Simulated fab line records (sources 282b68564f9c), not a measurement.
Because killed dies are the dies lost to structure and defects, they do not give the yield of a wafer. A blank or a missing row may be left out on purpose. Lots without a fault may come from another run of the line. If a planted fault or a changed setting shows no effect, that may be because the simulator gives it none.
2 desks looking at one fault    flow rit-cmos    what lay behind the numbers comes last; until then each desk has only its own

== DESK OF THE TOOL OWNER: litho-track-03 ==
The tool's own readings at RIT_NRETRO_COAT_01 (resist thk 1289 nm): means of the sampled wafers that have a number, for each lot that ran on this tool. A lot is out of limits, marked OUT, if its mean lies more than 4 standard deviations from the usual mean; the brackets give that distance.
Columns: A = chill-plate-temp-C at RIT_NRETRO_COAT_01, usual 23.00 C; B = dispense-pressure-kPa at RIT_NRETRO_COAT_01, usual 54.2 kPa
lot   first seen here  A      B
L552  day 2 10:54      22.91  53.2
L557  day 3 11:05      22.95  53.2
L572  day 6 16:34      22.95  53.2
This desk's verdict: no lot among the 3 shows anything out of limits.

== FROM THE METROLOGY DESK ==
What the gauges read for every lot (on any tool): the sampled wafers with a number, averaged. A lot is out of limits, marked OUT, if its mean lies more than 4 standard deviations from the usual mean; the brackets give that distance.
Columns: A = NRETRO_OVL at RIT_NRETRO_OVL_MEAS_06, usual 0.9 nm; B = PRETRO_TW at RIT_PRETRO_TW_MEAS_10, usual 477
lot   first seen here  A     B
L551  day 2 08:17      1.0   480
L552  day 2 11:38      -0.6  481
L553  day 2 17:11      -0.1  481
L554  day 2 20:40      3.8   483
L555  day 3 02:05      -2.7  468
L556  day 3 07:38      0.7   484
L557  day 3 11:59      -0.7  483
L559  day 4 00:55      1.4   471
L560  day 4 04:43      -     1087 (+95) OUT
L561  day 4 09:29      -     1091 (+96) OUT
L569  day 6 04:31      1.1   483
L571  day 6 14:41      1.1   468
L572  day 6 17:23      0.2   481
L574  day 7 07:29      0.8   483
This desk's finding: out of limits on L560, L561; first on L560, day 4 04:43 (PRETRO_TW at RIT_PRETRO_TW_MEAS_10). In limits: L551, L552, L553, L554, L555, L556, L557, L559, L569, L571, L572, L574.

== TAKEN TOGETHER ==
An alarm was possible from the metrology desk at day 4 04:43, on L560, L561.
The tool owner's desk saw nothing out of limits.
The tool owner's desk has no number on record for L560, L561.
The lots listed all ran RIT_NRETRO_COAT_01 on litho-track-03.

== WHAT WAS PUT IN BY THE SIMULATOR ==
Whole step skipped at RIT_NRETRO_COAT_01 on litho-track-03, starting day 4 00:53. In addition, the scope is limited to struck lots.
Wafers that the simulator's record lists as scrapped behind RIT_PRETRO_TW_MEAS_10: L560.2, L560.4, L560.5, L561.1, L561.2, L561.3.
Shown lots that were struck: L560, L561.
Per desk, hours elapsed from the start of the fault to the first reading out of limits: for the metrology desk, 4.
